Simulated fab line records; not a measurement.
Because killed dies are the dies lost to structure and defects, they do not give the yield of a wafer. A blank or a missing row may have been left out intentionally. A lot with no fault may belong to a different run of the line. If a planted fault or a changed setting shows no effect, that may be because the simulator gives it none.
Split-lot trial ; flow rit-cmos ; route with 202 steps; 5 lots, 23 wafers read

== SPLIT DETAILS ==
At RIT_SILICIDE_SPUTTER_01 (material Ti, target thk 30 nm, time 240 s), the setting power-w was moved away from the recipe's 350 W on 6 of the 23 wafers read, by -8.1% to +8.3%. For the rest of the wafers, this setting stayed at what the recipe calls for.

== FROM SPLIT TO READING: 1 step shown by the file between the two ==
- RIT_SILICIDE_RS_MEAS_02: measures by four-point-probe

== THE READING ==
SILICIDE_TI_THK, in nm, at RIT_SILICIDE_THK_MEAS_03 (measures by xrf). Fault-free wafers of this fab line usually give 30.2 nm, standard deviation 0.34 nm.

wafer;tool, chamber at the split;power-w as run, W;against the recipe;SILICIDE_TI_THK, nm;against lot-mates on the recipe
L077.1;pvd-sputter-02, -;378.9;+8.3%;32.8;+2.2
L077.3;pvd-sputter-02, -;378.9;+8.3%;33.2;+2.6
L077.4;pvd-sputter-02, -;350;recipe;30.8;-
L077.5;pvd-sputter-02, -;378.9;+8.3%;32.9;+2.3
L077.6;pvd-sputter-02, -;350;recipe;30.4;-
L080.1;pvd-sputter-03, -;350;recipe;30.2;-
L080.2;pvd-sputter-03, -;350;recipe;29.8;-
L080.4;pvd-sputter-03, -;350;recipe;29.8;-
L080.5;pvd-sputter-03, -;350;recipe;30.0;-
L080.6;pvd-sputter-03, -;350;recipe;29.8;-
L082.1;pvd-sputter-03, -;350;recipe;30.6;-
L082.3;pvd-sputter-03, -;350;recipe;30.1;-
L082.6;pvd-sputter-03, -;350;recipe;30.4;-
L084.1;pvd-sputter-03, -;321.5;-8.1%;28.0;-2.5
L084.2;pvd-sputter-03, -;321.5;-8.1%;27.3;-3.2
L084.3;pvd-sputter-03, -;350;recipe;30.4;-
L084.4;pvd-sputter-03, -;350;recipe;30.6;-
L084.6;pvd-sputter-03, -;321.5;-8.1%;28.0;-2.5
L085.1;pvd-sputter-02, -;350;recipe;30.8;-
L085.3;pvd-sputter-02, -;350;recipe;30.4;-
L085.4;pvd-sputter-02, -;350;recipe;30.7;-
L085.5;pvd-sputter-02, -;350;recipe;30.7;-
L085.6;pvd-sputter-02, -;350;recipe;30.6;-

THE FIT
A straight line over all 23 wafers: SILICIDE_TI_THK changes by +0.317 nm for each +1% of power-w; r = +0.97; the points scatter about the line by 0.34 nm.
The same after taking each lot's own level away (the mean of its wafers on the recipe; 23 wafers): +0.311 nm for each +1%; r = +0.99; scatter 0.22 nm.
On that fit, the largest move of power-w shifts the reading by 2.6 nm.
Across the lots, their own levels run from 29.92 to 30.64 nm, a range of 2.1 times the standard deviation given above.
The two slopes agree, so the slope changes little with the lot-to-lot level.
Check: with one of the wafers moved furthest among these (+8.3%) left out of the fit, the line predicts +2.6 nm for it against its lot-mates. Against them it came out at +2.2 nm.

== THE OTHER SPLITS THESE WAFERS WENT THROUGH ==
These wafers also went through other splits before the reading. Each is held against what the fit with the lots' levels taken away leaves over:
other split on the same wafers;wafers away from the commonest value;r with SILICIDE_TI_THK (lot level and that fit taken away)
RIT_PSD_IMPLANT_08 dose-cm2;7;+0.28

== THE WHOLE CHAIN: every reading that the file lists as answering this split, in the file's order ==
step;what it does;reading;change (the file's fit);r (the file's)
RIT_SILICIDE_SPUTTER_01;material Ti, target thk 30 nm, time 240 s;Ti_of_SILICIDE_SPUTTER_01.thk-nm (the simulator's own value, which no gauge read);+0.297 nm for each +1% of the setting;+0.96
RIT_SILICIDE_RS_MEAS_02;measures by four-point-probe;SILICIDE_TI_RS;-0.604 for each +1% of the setting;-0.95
RIT_SILICIDE_THK_MEAS_03;measures by xrf;SILICIDE_TI_THK;+0.309 for each +1% of the setting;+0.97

== THE FILE'S OWN FIT ==
SILICIDE_TI_THK changes by +0.309 nm for each +1% of power-w, r = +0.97.
